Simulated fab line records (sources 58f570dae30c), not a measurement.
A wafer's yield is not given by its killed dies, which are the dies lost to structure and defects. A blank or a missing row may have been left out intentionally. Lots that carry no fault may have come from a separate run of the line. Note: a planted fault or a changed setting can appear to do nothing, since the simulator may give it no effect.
Which tool is to blame? + flow berkeleyCmos170 + 15 lots, 45 wafers sampled, at 3 steps of a route of 331

## WHAT EACH GAUGE READ, for each wafer
UCB170_ACTIVE_THK_MEAS_03.
| lot  | measured    | on           | ACTIVE_OXIDE_THK (nm) |
|------|-------------|--------------|-----------------------|
| L214 | day 4 11:10 | filmMetro-03 | 27.0 26.5 26.6        |
| L216 | day 4 19:20 | filmMetro-02 | 27.0 27.2 27.0        |
| L215 | day 4 19:20 | filmMetro-03 | 26.6 26.5 27.0        |
| L218 | day 5 11:51 | filmMetro-03 | 27.4 26.6 27.0        |
| L217 | day 5 11:52 | filmMetro-02 | 26.4 26.6 26.7        |
| L220 | day 5 20:33 | filmMetro-03 | 26.9 26.9 26.8        |
| L222 | day 6 02:39 | filmMetro-02 | 26.3 26.2 26.6        |
| L224 | day 6 09:21 | filmMetro-01 | 25.6 26.2 26.1        |
| L225 | day 6 23:38 | filmMetro-03 | 26.7 26.5 26.8        |
| L230 | day 7 11:28 | filmMetro-01 | 26.4 26.0 25.8        |
| L236 | day 8 22:09 | filmMetro-03 | 26.6 27.2 27.2        |
| L237 | day 9 07:52 | filmMetro-02 | 26.6 26.6 26.6        |

UCB170_ACTIVE_OVL_MEAS_14.
| lot  | measured    | on         | ACTIVE_OVL (nm) |
|------|-------------|------------|-----------------|
| L214 | day 4 21:04 | overlay-01 | 0 10 5          |
| L216 | day 5 05:12 | overlay-01 | 7 1 5           |
| L215 | day 5 04:55 | overlay-01 | -2 4 -5         |
| L218 | day 5 22:47 | overlay-02 | -1 3 7          |
| L217 | day 5 22:31 | overlay-01 | -7 3 -10        |
| L220 | day 6 05:15 | overlay-01 | -3 2 0          |
| L222 | day 6 12:00 | overlay-01 | 11 7 8          |
| L224 | day 6 17:58 | overlay-02 | 7 3 4           |
| L225 | day 7 07:35 | overlay-02 | 18 7 13         |
| L230 | day 7 22:50 | overlay-01 | -6 -6 -7        |
| L236 | day 9 11:04 | overlay-01 | 13 14 11        |
| L237 | day 9 18:49 | overlay-02 | 3 3 2           |

## WHAT TOOL EACH LOT RAN ON (gives the tool, then ch and the chambers of the sampled wafers, and finally the start)
| lot  | UCB170_PWELL_DEVELOP_12         |
|------|---------------------------------|
| L214 | lithoTrack-04 ch 0, day 3 10:00 |
| L216 | lithoTrack-03 ch 0, day 3 17:00 |
| L215 | lithoTrack-02 ch 0, day 3 17:00 |
| L218 | lithoTrack-02 ch 0, day 4 08:00 |
| L217 | lithoTrack-02 ch 0, day 4 09:00 |
| L220 | lithoTrack-03 ch 0, day 4 19:00 |
| L222 | lithoTrack-02 ch 0, day 5 01:00 |
| L224 | lithoTrack-02 ch 0, day 5 12:00 |
| L225 | lithoTrack-03 ch 0, day 5 22:00 |
| L230 | lithoTrack-03 ch 0, day 6 12:00 |
| L231 | lithoTrack-03, day 7 01:00      |
| L232 | lithoTrack-03, day 7 01:00      |
| L233 | lithoTrack-03, day 7 11:00      |
| L236 | lithoTrack-02 ch 0, day 7 19:00 |
| L237 | lithoTrack-03 ch 0, day 8 04:00 |
- UCB170_PWELL_DEVELOP_12: develop time 45 s.

## AS READ BY THE TOOLS THEMSELVES (means over the sampled wafers that have a number; for cases with no such wafer, the mark the record gives instead)
UCB170_PWELL_DEVELOP_12.
| lot  | tool          | chillPlateTempC (C) |
|------|---------------|---------------------|
| L214 | lithoTrack-04 | 23.02               |
| L216 | lithoTrack-03 | 22.92               |
| L215 | lithoTrack-02 | 23.12               |
| L218 | lithoTrack-02 | 22.92               |
| L217 | lithoTrack-02 | 22.99               |
| L220 | lithoTrack-03 | 22.98               |
| L222 | lithoTrack-02 | 22.95               |
| L224 | lithoTrack-02 | 23.04               |
| L225 | lithoTrack-03 | 22.87               |
| L230 | lithoTrack-03 | 23.13               |
| L231 | lithoTrack-03 | -                   |
| L232 | lithoTrack-03 | -                   |
| L233 | lithoTrack-03 | -                   |
| L236 | lithoTrack-02 | 23.00               |
| L237 | lithoTrack-03 | 22.86               |

## THE ANSWER, worked out from the rows above alone
Rule: what is usual is taken from the lots themselves. The widest of any qualifying gaps counts: lots, ordered by their means at a reading, are off when they make up no more than a third of the lots, leave a main group of 4 or more, and stand apart from it by 3 or more times the standard deviation of that group's means. Not used: any main group whose means are identical at the precision the tables above print for the reading. A lot without any number at a reading at which 4 lots or more have one is off too. Any other lot the step has rows for is counted as sound. First the gauges in route order, then the tools' own readings, where a lot's mean is used as printed above. At the first step where some lot is off, the reading lying furthest off is the one used; lots without a number count as furthest.
Off: L231, L232, L233, at UCB170_PWELL_DEVELOP_12 (chillPlateTempC). Without a number there: L231, L232, L233. The main group has a mean of 22.98 C with a standard deviation of 0.083.
If a tool, at that step or one of the process steps before it, ran each lot that is off and ran no sound lot following the first of them, it fits. Not one of the candidates tried fits.

## WHAT WAS PUT IN BY THE SIMULATOR
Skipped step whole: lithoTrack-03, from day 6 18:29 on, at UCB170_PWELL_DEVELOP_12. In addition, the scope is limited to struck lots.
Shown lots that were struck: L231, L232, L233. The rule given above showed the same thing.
